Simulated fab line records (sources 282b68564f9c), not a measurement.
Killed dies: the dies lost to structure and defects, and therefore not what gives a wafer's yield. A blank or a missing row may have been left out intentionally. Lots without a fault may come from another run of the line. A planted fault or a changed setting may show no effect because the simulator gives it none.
Check for tools in common | flow rit-cmos | Sample size 14 lots and 42 wafers

== WHAT PROMPTED THE OPENING ==
Of 14 lots, 2 have the reading CONTACT_TEOS_THK flagged at RIT_CONTACT_THK_MEAS_01. Wafers without a fault read 400 nm, standard deviation 4.6.
Rule: flag the lot when none of its wafers has a number, or when each of its wafers that has one lies beyond 4 standard deviations from that mean. The other lots count as sound.

lot  | measured    | on            | CONTACT_TEOS_THK (nm), wafer by wafer | flag
L210 | day 3 01:51 | film-metro-02 | 400 406 405                           |
L211 | day 3 06:55 | film-metro-03 | 402 409 404                           |
L212 | day 3 13:22 | film-metro-04 | 392 401 407                           |
L213 | day 3 18:16 | film-metro-04 | 404 404 407                           |
L214 | day 4 00:02 | film-metro-04 | 390 398 393                           |
L216 | day 4 07:47 | film-metro-03 | 396 405 404                           |
L217 | day 4 14:15 | film-metro-03 | 400 409 408                           |
L219 | day 4 23:59 | film-metro-02 | 277 279 281                           | FLAGGED
L222 | day 5 15:16 | film-metro-03 | 278 282 282                           | FLAGGED
L227 | day 6 15:58 | film-metro-03 | 395 402 400                           |
L229 | day 7 07:22 | film-metro-04 | 397 397 403                           |
L230 | day 7 12:41 | film-metro-02 | 396 401 401                           |
L232 | day 7 17:49 | film-metro-03 | 392 397 399                           |
L233 | day 8 00:08 | film-metro-04 | 400 399 406                           |
Average over the flagged lots: 280 nm; offset from the usual -120 nm, equal to -26 standard deviations.

== TOOL THAT RAN EACH LOT ==
The record holds 1 process step before the reading, out of a route of 202 steps. Cell contents, in order: the tool; ch with the chambers the sampled wafers went through; the start.
lot  | flag    | RIT_CONTACT_CVD_00
L210 |         | pecvd-02 ch 0,2, day 3 01:47
L211 |         | pecvd-04 ch 0,2, day 3 06:51
L212 |         | pecvd-03 ch 1,2, day 3 13:19
L213 |         | pecvd-02 ch 0,1,2, day 3 18:13
L214 |         | pecvd-04 ch 0,2, day 3 23:58
L216 |         | pecvd-02 ch 0,1,2, day 4 07:44
L217 |         | pecvd-04 ch 0,1,2, day 4 14:10
L219 | FLAGGED | pecvd-02 ch 1,2, day 4 23:56
L222 | FLAGGED | pecvd-02 ch 0,1,2, day 5 15:12
L227 |         | pecvd-03 ch 1,2, day 6 15:55
L229 |         | pecvd-04 ch 0,1,2, day 7 07:19
L230 |         | pecvd-03 ch 0,2, day 7 12:37
L232 |         | pecvd-04 ch 0,1, day 7 17:46
L233 |         | pecvd-03 ch 0,1,2, day 8 00:05
What is done by these steps:
- RIT_CONTACT_CVD_00: deposits SiO2 from TEOS, target thk 400 nm, time 61 s.
- RIT_CONTACT_THK_MEAS_01

== FLAGGED OVER TOTAL, TOOL BY TOOL (the gauges that took the reading come last) ==
step                    | tool          | lots run | flagged | share of the flagged lots | sound lots run after its first flagged lot
RIT_CONTACT_CVD_00      | pecvd-02      | 5        | 2       | all                       | 0
RIT_CONTACT_CVD_00      | pecvd-03      | 4        | 0       | none                      | -
RIT_CONTACT_CVD_00      | pecvd-04      | 5        | 0       | none                      | -
RIT_CONTACT_THK_MEAS_01 | film-metro-02 | 3        | 1       | some                      | 1 (L230)
RIT_CONTACT_THK_MEAS_01 | film-metro-03 | 6        | 1       | some                      | 2 (L227,L232)
RIT_CONTACT_THK_MEAS_01 | film-metro-04 | 5        | 0       | none                      | -

== THE TABLE: WHAT IT ALLOWS ==
All flagged lots share 1 row of the table, namely pecvd-02 at RIT_CONTACT_CVD_00.
- pecvd-02 at RIT_CONTACT_CVD_00 ran 5 lots, 2 of them flagged. It ran its last sound lot, L216, at day 4 07:44 and its first flagged lot, L219, at day 4 23:56: a fault with its onset between the two fits.
Left over: one tool, pecvd-02 at RIT_CONTACT_CVD_00.

== WHAT THE SIMULATOR HAD INSERTED ==
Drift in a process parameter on pecvd-02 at RIT_CONTACT_CVD_00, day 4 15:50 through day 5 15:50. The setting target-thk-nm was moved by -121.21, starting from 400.
Struck lots among those shown: L219, L222. The rule given above showed the same thing.
